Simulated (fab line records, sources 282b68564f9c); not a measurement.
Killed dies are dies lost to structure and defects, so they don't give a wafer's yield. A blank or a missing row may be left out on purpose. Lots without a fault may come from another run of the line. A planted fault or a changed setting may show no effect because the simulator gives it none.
A struck lot beside a sound one | flow rit_cmos | 33 steps out of a route of 202
Sound: wafers L519.1, L519.3, L519.4. Struck: wafers L527.1, L527.3, L527.4. The cause comes at the end.
At each step with rows: each side's tool, then ch and its chambers, then its first start. Under that, the readings that differ: sound wafers | struck wafers | difference of the means | sigmas: that difference in standard deviations of wafers without a fault.
alike: readings whose means differ by less than 2 such deviations, and words and numbers that are the same on both sides. not compared: withheld readings, readings that some wafer has no value for, bounds like >300 that may hide the same value, and numbers for which the record gives no deviation and whose values overlap.
The two part at a step that has a row with sigmas, a row that says differs or no value, or rows on one side only. Numbers that don't overlap but have no deviation are shown without sigmas and don't part them. A reading that every wafer of one side lacks parts them only if that side has two wafers or more.

first, 1 step without rows for these wafers: RIT_PLDD_IMPLANT_08.
RIT_PLDD_STRIP_09: strips in O2, time 180 s.
  sound on plasma_asher-01 ch 0,1, day 3 04:13; struck on plasma_asher-01 ch 0,1, day 4 18:24
  alike: drypump_motor_current_A
  not compared: rf_hours_counter_h
RIT_PLDD_TW_MEAS_10:
  sound on film_metro-01, day 3 04:24; struck on film_metro-04, day 4 18:35
  reading | sound          | struck         | difference | sigmas
  PLDD_TW | 2371 2388 2389 | 2307 2319 2297 | -75        | -3
then, 4 steps without rows for these wafers: RIT_SPACER_CLEAN_00 (cleans in SC1, time 600 s); RIT_SPACER_CLEAN_01 (cleans in dHF, time 30 s); RIT_SPACER_CLEAN_02 (cleans in SC2, time 600 s); RIT_SPACER_CVD_03 (deposits Si3N4 from SiH2Cl2/NH3, target thk 250 nm, time 3300 s).
RIT_SPACER_THK_MEAS_04:
  sound on film_metro-02, day 3 06:46; struck on film_metro-03, day 4 21:17
  alike: SPACER_NITRIDE_THK
RIT_SPACER_ETCHBACK_05: etches Si3N4 in SF6/CHF3, stops on SiO2, target depth 250 nm, time 240 s.
  sound on rie_diel-03 ch 0,1,2, day 3 06:50; struck on rie_diel-04 ch 0,1,3, day 4 21:20
  alike: drypump_motor_current_A, oes_product_au, throttle_valve_pct
  not compared: rf_hours_counter_h
then, 3 steps without rows for these wafers: RIT_NSD_HMDS_00 (prime time 60 s); RIT_NSD_COAT_01 (resist thk 1000 nm); RIT_NSD_SOFTBAKE_02 (time 60 s).
RIT_NSD_EXPOSE_03: exposes mask M9, target cd 40700 nm.
  sound on iline_stepper-02 ch 0, day 3 07:34; struck on iline_stepper-01 ch 0, day 4 22:04
  reading | sound          | struck            | difference | sigmas
  mask    | M9#0 M9#0 M9#0 | M10#0 M10#0 M10#0 | differs    |
then, 2 steps without rows for these wafers: RIT_NSD_PEB_04; RIT_NSD_DEVELOP_05 (develop time 50 s).
RIT_NSD_OVL_MEAS_06:
  sound on overlay-01, day 3 07:58; struck on overlay-02, day 4 22:28
  reading      | sound         | struck | difference                    | sigmas
  NSD_OVL (nm) | 0.5 -0.1 -1.9 | - - -  | no value on the struck wafers |
then, 2 steps without rows for these wafers: RIT_NSD_HARDBAKE_07 (time 60 s); RIT_NSD_IMPLANT_08.
RIT_NSD_STRIP_09: strips in O2, time 180 s.
  sound on plasma_asher-03 ch 0,1, day 3 08:17; struck on plasma_asher-04 ch 0,1, day 4 22:48
  alike: drypump_motor_current_A
  not compared: rf_hours_counter_h
RIT_NSD_TW_MEAS_10:
  sound on film_metro-01, day 3 08:28; struck on film_metro-01, day 4 22:59
  reading | sound          | struck   | difference | sigmas
  NSD_TW  | 3143 3135 3145 | 30 30 30 | -3111      | -84
then, 6 steps without rows for these wafers: RIT_PSD_HMDS_00 (prime time 60 s); RIT_PSD_COAT_01 (resist thk 1000 nm); RIT_PSD_SOFTBAKE_02 (time 60 s); RIT_PSD_EXPOSE_03 (exposes mask M10, target cd 40900 nm); RIT_PSD_PEB_04; RIT_PSD_DEVELOP_05 (develop time 50 s).
RIT_PSD_OVL_MEAS_06:
  sound on overlay-02, day 3 09:30; struck on overlay-01, day 5 00:01
  alike: PSD_OVL
then, 2 steps without rows for these wafers: RIT_PSD_HARDBAKE_07 (time 60 s); RIT_PSD_IMPLANT_08.
RIT_PSD_STRIP_09: strips in O2, time 180 s.
  sound on plasma_asher-03 ch 0,1, day 3 09:50; struck on plasma_asher-02 ch 0,1, day 5 00:21
  alike: drypump_motor_current_A
  not compared: rf_hours_counter_h
RIT_PSD_TW_MEAS_10:
  sound on film_metro-04, day 3 10:01; struck on film_metro-02, day 5 00:31
  reading | sound          | struck         | difference | sigmas
  PSD_TW  | 3343 3356 3356 | 3614 3633 3622 | +271       | +6
then, 1 step without rows for these wafers: RIT_SDANNEAL_CLEAN_00 (cleans in SC1, time 600 s).
RIT_M1_PROBE_99:
  the record has rows for the struck wafers here (prober-01, day 5 09:28) and none for the sound ones

WHERE THEY PART
First at RIT_PLDD_TW_MEAS_10; last, within this record, at RIT_M1_PROBE_99.

WHY: what the simulator had put in
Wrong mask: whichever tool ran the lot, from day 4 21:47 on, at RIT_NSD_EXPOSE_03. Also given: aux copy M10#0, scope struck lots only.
